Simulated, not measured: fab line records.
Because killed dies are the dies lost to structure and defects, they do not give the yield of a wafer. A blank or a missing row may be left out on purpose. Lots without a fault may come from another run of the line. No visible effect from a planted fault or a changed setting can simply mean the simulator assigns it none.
fab line records | flow rit-cmos
[record] lots = 13 | wafers = 39 | last-day = 7
route steps=202 shown ACTIVE@1 PLDD@120 M1@190
lots that met no fault: from a run of the same line without faults
start-h: hours from the record's first day to the start of the lot's first wafer shown | wait-h: how many hours have passed since the lot's step before this one | " same as the row above | L1.1+2: a single row standing in for several wafers | - no value present, or no start provided | * or withheld: withheld | < > ~ a bound
route shown NAME@n: NAME is a module with steps in the file, n the number in the route of the first one | usual: mean/standard deviation of fault-free wafers | same: alike in all rows | chamber/n: place in a boat | sites: readings site by site | _std_site: the standard deviation of these | _edge_site: the outer-site mean with the inner-site mean subtracted | radius-mm: how far each site lies from the wafer's centre | mask NAME#n: copy n | behind: the tool/chamber that last shaped the wafer | hold: what put the lot on hold/how long, in hours/how the hold closed | device: the n, p or np transistor that did not switch | end of line: at the end of the route, the tests of the same wafers | step lacking rows: just its recipe | killed: dies lost to structure and defects at the first sort, not the wafer's yield | map: dies across one wafer; x = killed, . = not, _ = none there
set.NAME: the setting the step ran with; set.NAME@STEP: the setting that earlier step ran with | model.NAME: the simulator's own value behind a step, which no gauge read
a sample of lots followed through the steps of the route, with each step as a table and each wafer as a row
services: a tool's chamber out of use, with start hour (start-h, from the record's first day; less than 0 if before it), hours out, and reason
[[steps]]
[step RIT_ACTIVE_BOW_MEAS_00]
[recipe] mode = bow
[usual] INCOMING_BOW = 0/7
lot.wafer | tool          | chamber | start-h | wait-h | INCOMING_BOW[um]
L301.4    | film-metro-02 | -       | 10.06   | -      | -11
L301.5    | "             | -       | "       | "      | -9
L301.6    | "             | -       | "       | "      | -7
L302.4    | film-metro-01 | -       | 15.06   | -      | 11
L302.5    | "             | -       | "       | "      | -1
L302.6    | "             | -       | "       | "      | -1
L304.2    | film-metro-02 | -       | 25.02   | -      | -12
L304.4    | "             | -       | "       | "      | -1
L304.5    | "             | -       | "       | "      | -13
L305.1    | film-metro-03 | -       | 30.00   | -      | -10
L305.2    | "             | -       | "       | "      | 0
L305.4    | "             | -       | "       | "      | -2
L306.1    | film-metro-03 | -       | 35.00   | -      | -10
L306.2    | "             | -       | "       | "      | 3
L306.4    | "             | -       | "       | "      | -4
L307.3    | film-metro-01 | -       | 40.04   | -      | 7
L307.5    | "             | -       | "       | "      | 10
L307.6    | "             | -       | "       | "      | -18
L311.2    | film-metro-01 | -       | 60.02   | -      | 13
L311.3    | "             | -       | "       | "      | -3
L311.4    | "             | -       | "       | "      | 11
L316.1    | film-metro-01 | -       | 85.00   | -      | 3
L316.2    | "             | -       | "       | "      | -16
L316.5    | "             | -       | "       | "      | -6
L317.3    | film-metro-03 | -       | 90.04   | -      | 5
L317.5    | "             | -       | "       | "      | 0
L317.6    | "             | -       | "       | "      | -9
L319.3    | film-metro-02 | -       | 100.04  | -      | 3
L319.4    | "             | -       | "       | "      | -2
L319.6    | "             | -       | "       | "      | 10
L320.1    | film-metro-03 | -       | 105.00  | -      | -9
L320.2    | "             | -       | "       | "      | 3
L320.6    | "             | -       | "       | "      | 6
L321.2    | film-metro-03 | -       | 110.02  | -      | -2
L321.4    | "             | -       | "       | "      | -2
L321.5    | "             | -       | "       | "      | 1
L322.2    | film-metro-03 | -       | 115.02  | -      | -11
L322.5    | "             | -       | "       | "      | 8
L322.6    | "             | -       | "       | "      | -7
[step RIT_PLDD_OVL_MEAS_06]
[usual] PLDD_OVL = 0.6/1.5
lot.wafer | tool       | chamber | start-h | wait-h | PLDD_OVL[nm]
L301.4    | overlay-01 | -       | 49.19   | -      | -0.1
L301.5    | "          | -       | "       | "      | -0.7
L301.6    | "          | -       | "       | "      | 0.3
L302.4    | overlay-01 | -       | 55.20   | -      | 1.5
L302.5    | "          | -       | "       | "      | 0.6
L302.6    | "          | -       | "       | "      | 1.8
L304.2    | overlay-01 | -       | 64.80   | -      | -0.6
L304.4    | "          | -       | "       | "      | -1.7
L304.5    | "          | -       | "       | "      | 0.4
L305.1    | overlay-01 | -       | 69.45   | -      | -0.4
L305.2    | "          | -       | "       | "      | 1.6
L305.4    | "          | -       | "       | "      | 0.3
L306.1    | overlay-01 | -       | 73.20   | -      | 0.5
L306.2    | "          | -       | "       | "      | -0.7
L306.4    | "          | -       | "       | "      | 0.4
L307.3    | overlay-01 | -       | 80.41   | -      | 1.1
L307.5    | "          | -       | "       | "      | 0.8
L307.6    | "          | -       | "       | "      | 1.3
L311.2    | overlay-02 | -       | 99.79   | -      | 1.5
L311.3    | "          | -       | "       | "      | -0.1
L311.4    | "          | -       | "       | "      | -0.2
L316.1    | overlay-01 | -       | 124.02  | -      | 0.8
L316.2    | "          | -       | "       | "      | 1.3
L316.5    | "          | -       | "       | "      | -0.2
L317.3    | overlay-01 | -       | 126.71  | -      | -1.0
L317.5    | "          | -       | "       | "      | -2.7
L317.6    | "          | -       | "       | "      | -2.5
L319.3    | overlay-01 | -       | 139.01  | -      | 4.1
L319.4    | "          | -       | "       | "      | 3.0
L319.6    | "          | -       | "       | "      | 1.9
L320.1    | overlay-02 | -       | 140.04  | -      | 0.4
L320.2    | "          | -       | "       | "      | 0.6
L320.6    | "          | -       | "       | "      | 0.6
L321.2    | overlay-02 | -       | 143.77  | -      | 0.0
L321.4    | "          | -       | "       | "      | -0.4
L321.5    | "          | -       | "       | "      | -0.8
L322.2    | overlay-01 | -       | 152.15  | -      | 1.0
L322.5    | "          | -       | "       | "      | 0.3
L322.6    | "          | -       | "       | "      | 3.0
[step RIT_M1_EXPOSE_06]
[recipe] mask-id = M12 | na = 0.6 | source-shape = conventional | sigma-outer = 0.5 | target-cd-nm = 2600 | dose-mj = 250
[usual] stage-vel-mm-s = 499.92/0.26
lot.wafer | tool             | chamber | start-h | wait-h | mask     | stage-vel-mm-s
L301.4    | iline-stepper-02 | 0       | 60.28   | 0.2    | M12#0    | 500.00
L301.5    | "                | 0       | "       | "      | M12#0    | 499.59
L301.6    | "                | 0       | "       | "      | M12#0    | 499.82
L302.4    | iline-stepper-01 | 0       | 66.18   | 0.2    | M12#0    | 499.62
L302.5    | "                | 0       | "       | "      | M12#0    | 499.92
L302.6    | "                | 0       | "       | "      | M12#0    | 499.69
L304.2    | iline-stepper-02 | 0       | 75.63   | 0.2    | M12#0    | 499.56
L304.4    | "                | 0       | "       | "      | M12#0    | 499.63
L304.5    | "                | 0       | "       | "      | M12#0    | 500.23
L305.1    | iline-stepper-02 | 0       | 80.11   | 0.1    | M12#0    | 500.03
L305.2    | "                | 0       | "       | "      | M12#0    | 500.27
L305.4    | "                | 0       | "       | "      | M12#0    | 500.07
L306.1    | iline-stepper-02 | 0       | 84.93   | 0.1    | M12#0    | 499.55
L306.2    | "                | 0       | "       | "      | M12#0    | 499.77
L306.4    | "                | 0       | "       | "      | M12#0    | 500.06
L307.3    | iline-stepper-02 | 0       | 91.30   | 0.1    | M12_R1#0 | 499.68
L307.5    | "                | 0       | "       | "      | M12_R1#0 | 499.68
L307.6    | "                | 0       | "       | "      | M12_R1#0 | 499.58
L311.2    | iline-stepper-01 | 0       | 111.73  | 0.2    | M12#0    | 499.80
L311.3    | "                | 0       | "       | "      | M12#0    | 500.00
L311.4    | "                | 0       | "       | "      | M12#0    | 499.99
L316.1    | iline-stepper-01 | 0       | 135.09  | 0.1    | M12#0    | 499.94
L316.2    | "                | 0       | "       | "      | M12#0    | 500.18
L316.5    | "                | 0       | "       | "      | M12#0    | 499.61
L317.3    | iline-stepper-02 | 0       | 138.97  | 0.2    | M12#0    | 500.10
L317.5    | "                | 0       | "       | "      | M12#0    | 500.27
L317.6    | "                | 0       | "       | "      | M12#0    | 500.28
L319.3    | iline-stepper-01 | 0       | 149.78  | 0.2    | M12#0    | 499.98
L319.4    | "                | 0       | "       | "      | M12#0    | 500.34
L319.6    | "                | 0       | "       | "      | M12#0    | 499.84
L320.1    | iline-stepper-01 | 0       | 151.86  | 0.2    | M12#0    | 500.12
L320.2    | "                | 0       | "       | "      | M12#0    | 499.86
L320.6    | "                | 0       | "       | "      | M12#0    | 499.88
L321.2    | iline-stepper-02 | 0       | 155.57  | 0.2    | M12#0    | 500.27
L321.4    | "                | 0       | "       | "      | M12#0    | 500.37
L321.5    | "                | 0       | "       | "      | M12#0    | 500.65
L322.2    | iline-stepper-02 | 0       | 162.73  | 0.1    | M12#0    | 499.54
L322.5    | "                | 0       | "       | "      | M12#0    | 499.63
L322.6    | "                | 0       | "       | "      | M12#0    | 499.59
[step RIT_M1_CD_MEAS_09]
[recipe] target-cd-nm = 2600
[usual] cd-nm = 2601.6/2.4
lot.wafer | tool      | chamber | start-h | wait-h | hold                     | cd-nm
L301.4    | cd-sem-02 | -       | 60.83   | -      | -                        | 2602.3
L301.5    | "         | -       | "       | "      | -                        | 2603.6
L301.6    | "         | -       | "       | "      | -                        | 2601.3
L302.4    | cd-sem-01 | -       | 66.61   | -      | -                        | 2602.2
L302.5    | "         | -       | "       | "      | -                        | 2601.7
L302.6    | "         | -       | "       | "      | -                        | 2601.7
L304.2    | cd-sem-02 | -       | 76.06   | -      | -                        | 2597.4
L304.4    | "         | -       | "       | "      | -                        | 2597.5
L304.5    | "         | -       | "       | "      | -                        | 2598.6
L305.1    | cd-sem-01 | -       | 80.54   | -      | -                        | 2599.5
L305.2    | "         | -       | "       | "      | -                        | 2600.8
L305.4    | "         | -       | "       | "      | -                        | 2599.8
L306.1    | cd-sem-02 | -       | 85.39   | -      | -                        | 2596.6
L306.2    | "         | -       | "       | "      | -                        | 2599.3
L306.4    | "         | -       | "       | "      | -                        | 2597.6
L307.3    | cd-sem-01 | -       | 91.73   | -      | await-dispo/0.2h/release | 2250.4
L307.5    | "         | -       | "       | "      | await-dispo/0.2h/release | 2247.5
L307.6    | "         | -       | "       | "      | await-dispo/0.2h/release | 2248.3
L307.3    | cd-sem-01 | -       | 92.02   | 0.3    | -                        | 2250.4
L307.5    | "         | -       | "       | "      | -                        | 2247.8
L307.6    | "         | -       | "       | "      | -                        | 2248.6
L311.2    | cd-sem-02 | -       | 112.16  | -      | -                        | 2603.3
L311.3    | "         | -       | "       | "      | -                        | 2605.6
L311.4    | "         | -       | "       | "      | -                        | 2604.9
L316.1    | cd-sem-02 | -       | 135.52  | -      | -                        | 2604.2
L316.2    | "         | -       | "       | "      | -                        | 2603.5
L316.5    | "         | -       | "       | "      | -                        | 2601.1
L317.3    | cd-sem-02 | -       | 139.40  | -      | -                        | 2600.0
L317.5    | "         | -       | "       | "      | -                        | 2598.7
L317.6    | "         | -       | "       | "      | -                        | 2599.3
L319.3    | cd-sem-01 | -       | 150.21  | -      | -                        | 2605.6
L319.4    | "         | -       | "       | "      | -                        | 2607.1
L319.6    | "         | -       | "       | "      | -                        | 2606.0
L320.1    | cd-sem-02 | -       | 152.29  | -      | -                        | 2602.3
L320.2    | "         | -       | "       | "      | -                        | 2602.5
L320.6    | "         | -       | "       | "      | -                        | 2602.6
L321.2    | cd-sem-02 | -       | 156.00  | -      | -                        | 2599.0
L321.4    | "         | -       | "       | "      | -                        | 2597.4
L321.5    | "         | -       | "       | "      | -                        | 2599.0
L322.2    | cd-sem-02 | -       | 163.16  | -      | -                        | 2602.8
L322.5    | "         | -       | "       | "      | -                        | 2601.6
L322.6    | "         | -       | "       | "      | -                        | 2602.0
[step RIT_M1_STRIP_14]
[recipe] chemistry = O2 | time-s = 180 | platen-temp-c = withheld | power-w = 500 | pressure-mtorr = 4000 | o2-flow-sccm = 4000
[usual] drypump-motor-current-A = 5.1/0.34
[same] time-s = 180
lot.wafer | tool            | chamber | start-h | wait-h | drypump-motor-current-A | rf-hours-counter-h
L301.4    | plasma-asher-04 | 0       | 61.57   | 0.1    | 4.8                     | -
L301.5    | "               | 0       | "       | "      | 4.8                     | -
L301.6    | "               | 1       | "       | "      | 5.2                     | -
L302.4    | plasma-asher-03 | 1       | 67.37   | 0.1    | 5.4                     | -
L302.5    | "               | 0       | "       | "      | 5.8                     | -
L302.6    | "               | 1       | "       | "      | 5.4                     | -
L304.2    | plasma-asher-04 | 1       | 76.78   | 0.0    | 5.1                     | 50
L304.4    | "               | 0       | "       | "      | 4.8                     | -
L304.5    | "               | 1       | "       | "      | 5.2                     | -
L305.1    | plasma-asher-03 | 1       | 81.29   | 0.0    | 5.5                     | 49
L305.2    | "               | 0       | "       | "      | 5.8                     | 49
L305.4    | "               | 0       | "       | "      | 5.8                     | -
L306.1    | plasma-asher-04 | 1       | 86.13   | 0.0    | 5.1                     | 51
L306.2    | "               | 0       | "       | "      | 4.8                     | 51
L306.4    | "               | 0       | "       | "      | 4.8                     | -
L311.2    | plasma-asher-04 | 1       | 112.90  | 0.0    | 5.2                     | 54
L311.3    | "               | 1       | "       | "      | 5.2                     | -
L311.4    | "               | 0       | "       | "      | 4.8                     | -
L316.1    | plasma-asher-04 | 0       | 136.53  | 0.0    | 4.8                     | 57
L316.2    | "               | 1       | "       | "      | 5.2                     | 57
L316.5    | "               | 1       | "       | "      | 5.2                     | -
L317.3    | plasma-asher-03 | 1       | 140.16  | 0.1    | 5.4                     | -
L317.5    | "               | 0       | "       | "      | 5.8                     | -
L317.6    | "               | 1       | "       | "      | 5.4                     | -
L319.3    | plasma-asher-04 | 1       | 150.98  | 0.1    | 5.2                     | -
L319.4    | "               | 0       | "       | "      | 4.8                     | -
L319.6    | "               | 0       | "       | "      | 4.8                     | -
L320.1    | plasma-asher-01 | 0       | 153.03  | 0.0    | 5.3                     | 4
L320.2    | "               | 1       | "       | "      | 4.7                     | 4
L320.6    | "               | 1       | "       | "      | 4.7                     | -
L321.2    | plasma-asher-01 | 0       | 156.73  | 0.0    | 5.3                     | 5
L321.4    | "               | 1       | "       | "      | 4.7                     | -
L321.5    | "               | 1       | "       | "      | 4.7                     | -
L322.2    | plasma-asher-04 | 0       | 163.89  | 0.0    | 4.8                     | 61
L322.5    | "               | 0       | "       | "      | 4.8                     | -
L322.6    | "               | 1       | "       | "      | 5.2                     | -
[step RIT_M1_PROBE_99]
[usual] defect-limited-yield = 97.5/1.1 | killed-at-contacts = 0.0/0.22 | killed-at-front-end = 6.6/3 | killed-dies = 6.6/3 | killed-on-rim = 1.8/1.4 | killed-open = 3.4/2 | killed-short = 3.2/2 | sort_bin_3_pad_short = 0.1/0.2 | sort_bin_5_function = 1.4/0.83 | sort_bin_6_memory = 1.0/0.63 | sort-n-pass = 257.4/3 | sort-yield-pct = 97.5/1.1
[same] gross-dies = 264 | killed_at_M0_to_M3 = 0 | killed_at_M4_up = 0 | killed-at-back-side = 0 | killed-at-other = 0
lot.wafer | tool      | chamber | start-h | wait-h | defect-limited-yield[%] | killed-at-contacts | killed-at-front-end | killed-dies | killed-on-rim | killed-open | killed-short | sort_bin_3_pad_short[%] | sort_bin_5_function[%] | sort_bin_6_memory[%] | sort-n-pass | sort-yield-pct[%]
L301.4    | prober-01 | -       | 63.58   | 0.2    | 98.1                    | 0                  | 5                   | 5           | 3             | 3           | 2            | 0                       | 0.4                    | 1.5                  | 259.0       | 98.1
L301.5    | prober-01 | -       | 63.63   | 0.2    | 97.0                    | 0                  | 8                   | 8           | 1             | 6           | 2            | 0                       | 3.0                    | 0                    | 256.0       | 97.0
L301.6    | prober-01 | -       | 63.68   | 0.2    | 95.5                    | 0                  | 12                  | 12          | 3             | 6           | 6            | 0                       | 3.0                    | 1.5                  | 252.0       | 95.5
L302.4    | prober-02 | -       | 69.37   | 0.2    | 96.6                    | 1                  | 8                   | 9           | 3             | 3           | 6            | 0.8                     | 1.9                    | 0.8                  | 255.0       | 96.6
L302.5    | prober-02 | -       | 69.42   | 0.2    | 97.3                    | 0                  | 7                   | 7           | 0             | 4           | 3            | 0                       | 1.5                    | 1.1                  | 257.0       | 97.3
L302.6    | prober-02 | -       | 69.47   | 0.2    | 97.0                    | 0                  | 8                   | 8           | 2             | 3           | 5            | 0.4                     | 2.3                    | 0.4                  | 256.0       | 97.0
L304.2    | prober-02 | -       | 78.75   | 0.1    | 95.1                    | 0                  | 13                  | 13          | 3             | 7           | 6            | 0.8                     | 1.5                    | 2.7                  | 251.0       | 95.1
L304.4    | prober-02 | -       | 78.85   | 0.2    | 97.3                    | 0                  | 7                   | 7           | 2             | 4           | 3            | 0                       | 1.1                    | 1.5                  | 257.0       | 97.3
L304.5    | prober-02 | -       | 78.90   | 0.2    | 98.5                    | 0                  | 4                   | 4           | 1             | 4           | 0            | 0                       | 1.1                    | 0.4                  | 260.0       | 98.5
L305.1    | prober-01 | -       | 83.20   | 0.1    | 98.5                    | 0                  | 4                   | 4           | 0             | 2           | 2            | 0.4                     | 1.1                    | 0                    | 260.0       | 98.5
L305.2    | prober-01 | -       | 83.25   | 0.1    | 96.6                    | 0                  | 9                   | 9           | 1             | 5           | 4            | 0.4                     | 1.9                    | 1.1                  | 255.0       | 96.6
L305.4    | prober-01 | -       | 83.35   | 0.2    | 98.1                    | 0                  | 5                   | 5           | 2             | 3           | 2            | 0                       | 1.5                    | 0.4                  | 259.0       | 98.1
L306.1    | prober-02 | -       | 88.04   | 0.1    | 96.2                    | 0                  | 10                  | 10          | 2             | 3           | 7            | 0.4                     | 1.9                    | 1.5                  | 254.0       | 96.2
L306.2    | prober-02 | -       | 88.09   | 0.1    | 98.1                    | 0                  | 5                   | 5           | 1             | 2           | 3            | 0.4                     | 1.1                    | 0.4                  | 259.0       | 98.1
L306.4    | prober-02 | -       | 88.19   | 0.2    | 95.5                    | 0                  | 12                  | 12          | 5             | 8           | 4            | 0                       | 2.7                    | 1.9                  | 252.0       | 95.5
L311.2    | prober-01 | -       | 114.86  | 0.1    | 96.6                    | 0                  | 9                   | 9           | 3             | 4           | 5            | 0                       | 1.1                    | 2.3                  | 255.0       | 96.6
L311.3    | prober-01 | -       | 114.91  | 0.2    | 99.2                    | 0                  | 2                   | 2           | 0             | 2           | 0            | 0                       | 0.8                    | 0                    | 262.0       | 99.2
L311.4    | prober-01 | -       | 114.96  | 0.2    | 97.0                    | 0                  | 8                   | 8           | 1             | 6           | 2            | 0                       | 2.3                    | 0.8                  | 256.0       | 97.0
L316.1    | prober-01 | -       | 138.44  | 0.1    | 98.1                    | 0                  | 5                   | 5           | 3             | 4           | 1            | 0.4                     | 0.8                    | 0.8                  | 259.0       | 98.1
L316.2    | prober-01 | -       | 138.49  | 0.1    | 98.9                    | 0                  | 3                   | 3           | 0             | 1           | 2            | 0                       | 0.8                    | 0.4                  | 261.0       | 98.9
L316.5    | prober-01 | -       | 138.64  | 0.2    | 94.3                    | 1                  | 14                  | 15          | 4             | 8           | 7            | 0                       | 3.4                    | 2.3                  | 249.0       | 94.3
L317.3    | prober-02 | -       | 142.12  | 0.2    | 97.0                    | 0                  | 8                   | 8           | 1             | 4           | 4            | 0                       | 2.7                    | 0.4                  | 256.0       | 97.0
L317.5    | prober-02 | -       | 142.22  | 0.2    | 97.7                    | 0                  | 6                   | 6           | 3             | 3           | 3            | 0.4                     | 0.8                    | 1.1                  | 258.0       | 97.7
L317.6    | prober-02 | -       | 142.27  | 0.2    | 98.1                    | 0                  | 5                   | 5           | 2             | 0           | 5            | 0                       | 1.5                    | 0.4                  | 259.0       | 98.1
L319.3    | prober-02 | -       | 152.93  | 0.2    | 97.7                    | 0                  | 6                   | 6           | 3             | 3           | 3            | 0                       | 1.1                    | 1.1                  | 258.0       | 97.7
L319.4    | prober-02 | -       | 152.98  | 0.2    | 98.9                    | 1                  | 2                   | 3           | 1             | 3           | 0            | 0                       | 0.4                    | 0.8                  | 261.0       | 98.9
L319.6    | prober-02 | -       | 153.08  | 0.2    | 97.3                    | 0                  | 7                   | 7           | 0             | 5           | 2            | 0                       | 1.9                    | 0.8                  | 257.0       | 97.3
L320.1    | prober-01 | -       | 154.95  | 0.1    | 97.0                    | 0                  | 8                   | 8           | 2             | 3           | 5            | 0.4                     | 1.1                    | 1.5                  | 256.0       | 97.0
L320.2    | prober-01 | -       | 155.00  | 0.1    | 98.1                    | 1                  | 4                   | 5           | 0             | 1           | 4            | 0                       | 0.4                    | 1.5                  | 259.0       | 98.1
L320.6    | prober-01 | -       | 155.20  | 0.2    | 98.5                    | 1                  | 3                   | 4           | 0             | 2           | 2            | 0                       | 0.4                    | 1.1                  | 260.0       | 98.5
L321.2    | prober-02 | -       | 158.69  | 0.1    | 95.5                    | 0                  | 12                  | 12          | 3             | 6           | 6            | 0                       | 1.9                    | 2.7                  | 252.0       | 95.5
L321.4    | prober-02 | -       | 158.79  | 0.2    | 99.2                    | 0                  | 2                   | 2           | 2             | 1           | 1            | 0                       | 0                      | 0.8                  | 262.0       | 99.2
L321.5    | prober-02 | -       | 158.84  | 0.2    | 96.6                    | 1                  | 8                   | 9           | 4             | 9           | 0            | 0                       | 1.9                    | 1.5                  | 255.0       | 96.6
L322.2    | prober-01 | -       | 165.85  | 0.1    | 98.5                    | 0                  | 4                   | 4           | 0             | 2           | 2            | 0                       | 1.5                    | 0                    | 260.0       | 98.5
L322.5    | prober-01 | -       | 166.00  | 0.2    | 98.5                    | 0                  | 4                   | 4           | 1             | 2           | 2            | 0                       | 0.8                    | 0.8                  | 260.0       | 98.5
L322.6    | prober-01 | -       | 166.05  | 0.2    | 98.5                    | 0                  | 4                   | 4           | 1             | 1           | 3            | 0                       | 1.1                    | 0.4                  | 260.0       | 98.5
// killed by level:class
L301.4 GATE:geometric-particle:open=2 REOX:geometric-particle:short=2 REOX:geometric-particle:open=1
L301.5 REOX:geometric-particle:open=3 FOX1:geometric-particle:short=2 FOX1:geometric-particle:open=1 FOX2:geometric-particle:open=1 GATE:geometric-particle:open=1
L301.6 GATE:geometric-particle:short=4 FOX1:geometric-particle:short=2 GATE:geometric-particle:open=2 SILICIDE:geometric-particle:open=2 FOX1:geometric-particle:open=1 FOX2:geometric-particle:open=1
L302.4 GATE:geometric-particle:short=4 FOX1:geometric-particle:open=1 FOX2:geometric-particle:open=1 REOX:geometric-particle:open=1 SPACER:geometric-particle:short=1 CONTACT:geometric-particle:short=1
L302.5 FOX2:geometric-particle:open=2 SPACER:geometric-particle:short=2 GATE:geometric-particle:open=1 GATE:geometric-particle:short=1 REOX:geometric-particle:open=1
L302.6 GATE:geometric-particle:short=3 GATE:geometric-particle:open=2 FOX1:geometric-particle:short=1 REOX:geometric-particle:short=1 SILICIDE:geometric-particle:open=1
L304.2 FOX1:geometric-particle:short=3 GATE:geometric-particle:open=3 FOX1:geometric-particle:open=1 FOX2:geometric-particle:open=1 FOX2:geometric-particle:short=1 REOX:geometric-particle:short=1 REOX:geometric-particle:open=1 SPACER:geometric-particle:open=1
L304.4 REOX:geometric-particle:open=2 FOX1:geometric-particle:open=1 GATE:geometric-particle:short=1 GATE:geometric-particle:open=1 REOX:geometric-particle:short=1 SPACER:geometric-particle:short=1
L304.5 GATE:geometric-particle:open=3 FOX1:geometric-particle:open=1
L305.1 GATE:geometric-particle:open=2 FOX1:geometric-particle:short=1 FOX2:geometric-particle:short=1
L305.2 GATE:geometric-particle:open=3 GATE:geometric-particle:short=2 SPACER:geometric-particle:open=2 FOX2:geometric-particle:short=1 REOX:geometric-particle:short=1
L305.4 GATE:geometric-particle:open=2 FOX2:geometric-particle:open=1 GATE:geometric-particle:short=1 REOX:geometric-particle:short=1
L306.1 GATE:geometric-particle:short=4 GATE:geometric-particle:open=2 FOX1:geometric-particle:open=1 FOX2:geometric-particle:short=1 SPACER:geometric-particle:short=1 SILICIDE:geometric-particle:short=1
L306.2 GATE:geometric-particle:short=2 FOX1:geometric-particle:short=1 GATE:geometric-particle:open=1 SILICIDE:geometric-particle:open=1
L306.4 REOX:geometric-particle:open=3 FOX1:geometric-particle:open=2 FOX1:geometric-particle:short=2 GATE:geometric-particle:short=1 GATE:geometric-particle:open=1 SPACER:geometric-particle:open=1 SPACER:geometric-particle:short=1 SILICIDE:geometric-particle:open=1
L311.2 GATE:geometric-particle:open=3 FOX1:geometric-particle:short=1 FOX2:geometric-particle:short=1 GATE:geometric-particle:short=1 SPACER:geometric-particle:short=1 SILICIDE:geometric-particle:short=1 SILICIDE:geometric-particle:open=1
L311.3 GATE:geometric-particle:open=1 REOX:geometric-particle:open=1
L311.4 GATE:geometric-particle:open=3 FOX1:geometric-particle:open=1 FOX2:geometric-particle:open=1 GATE:geometric-particle:short=1 REOX:geometric-particle:short=1 SPACER:geometric-particle:open=1
L316.1 FOX1:geometric-particle:open=2 GATE:geometric-particle:open=1 GATE:geometric-particle:short=1 SPACER:geometric-particle:open=1
L316.2 GATE:geometric-particle:short=2 GATE:geometric-particle:open=1
L316.5 GATE:geometric-particle:short=7 GATE:geometric-particle:open=3 SILICIDE:geometric-particle:open=2 FOX1:geometric-particle:open=1 REOX:geometric-particle:open=1 CONTACT:geometric-particle:open=1
L317.3 FOX2:geometric-particle:short=2 FOX1:geometric-particle:short=1 FOX2:geometric-particle:open=1 GATE:geometric-particle:open=1 REOX:geometric-particle:short=1 SPACER:geometric-particle:open=1 SILICIDE:geometric-particle:open=1
L317.5 GATE:geometric-particle:open=2 GATE:geometric-particle:short=2 FOX2:geometric-particle:short=1 REOX:geometric-particle:open=1
L317.6 GATE:geometric-particle:short=3 FOX2:geometric-particle:short=1 REOX:geometric-particle:short=1
L319.3 GATE:geometric-particle:short=2 SPACER:geometric-particle:open=1 GATE:geometric-particle:open=1 SPACER:geometric-particle:short=1 SILICIDE:geometric-particle:open=1
L319.4 REOX:geometric-particle:open=1 SILICIDE:geometric-particle:open=1 CONTACT:geometric-particle:open=1
L319.6 GATE:geometric-particle:open=2 REOX:geometric-particle:open=2 REOX:geometric-particle:short=2 SPACER:geometric-particle:open=1
L320.1 GATE:geometric-particle:short=3 FOX1:geometric-particle:open=2 FOX1:geometric-particle:short=1 FOX2:geometric-particle:short=1 GATE:geometric-particle:open=1
L320.2 SPACER:geometric-particle:short=2 REOX:geometric-particle:open=1 SILICIDE:geometric-particle:short=1 CONTACT:geometric-particle:short=1
L320.6 GATE:geometric-particle:open=2 GATE:geometric-particle:short=1 CONTACT:geometric-particle:short=1
L321.2 FOX1:geometric-particle:open=2 FOX2:geometric-particle:short=2 GATE:geometric-particle:open=1 GATE:geometric-particle:short=1 REOX:geometric-particle:open=1 REOX:geometric-particle:short=1 SPACER:geometric-particle:open=1 SPACER:geometric-particle:short=1
L321.4 FOX1:geometric-particle:open=1 REOX:geometric-particle:short=1
L321.5 GATE:geometric-particle:open=6 FOX1:geometric-particle:open=1 REOX:geometric-particle:open=1 CONTACT:geometric-particle:open=1
L322.2 FOX2:geometric-particle:short=1 GATE:geometric-particle:open=1 SILICIDE:geometric-particle:short=1 SILICIDE:geometric-particle:open=1
L322.5 FOX1:geometric-particle:open=1 FOX2:geometric-particle:short=1 GATE:geometric-particle:open=1 SPACER:geometric-particle:short=1
L322.6 GATE:geometric-particle:short=2 FOX2:geometric-particle:short=1 FOX2:geometric-particle:open=1
[[services]]
tool             | chamber | start-h | hours | kind
plasma-asher-01  | -       | 38.42   | 0.3   | repair
iline-stepper-02 | 0       | 64.84   | -     | calibration
iline-stepper-01 | -       | 86.13   | 1.8   | repair
plasma-asher-01  | -       | 108.75  | 9.0   | pm
plasma-asher-01  | 0       | 108.75  | 9.0   | vent-cycle
plasma-asher-01  | 1       | 108.75  | 9.0   | vent-cycle
plasma-asher-01  | 0       | 117.75  | -     | clean
plasma-asher-01  | 1       | 117.75  | -     | clean
plasma-asher-03  | -       | 141.43  | 21.2  | repair
iline-stepper-02 | -       | 145.01  | 10.1  | repair
iline-stepper-02 | -       | 147.44  | 7.0   | repair
[[key]]
[first-sign] step = RIT_M1_EXPOSE_06 | reading = mask | direction = changed
[effect] step = RIT_M1_CD_MEAS_09 | reading = visit | direction = added
[effect] step = RIT_M1_CD_MEAS_09 | reading = cd-nm | direction = down | sigmas = 99+ | usual = 2601.6 | struck = 2248.7
met-at RIT_M1_EXPOSE_06
struck-lots L307
scrapped-behind RIT_M1_CD_MEAS_09 L307.3,L307.5,L307.6
not-acting-at RIT_ACTIVE_BOW_MEAS_00,RIT_PLDD_OVL_MEAS_06,RIT_M1_STRIP_14
onset-between 84.93 91.30
[fault] kind = wrong-mask | tool = any | chamber = - | onset-h = 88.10 | steps = RIT_M1_EXPOSE_06 | aux-copy = M12_R1#0 | cd-offset-nm = -350 | scope = struck-lots-only
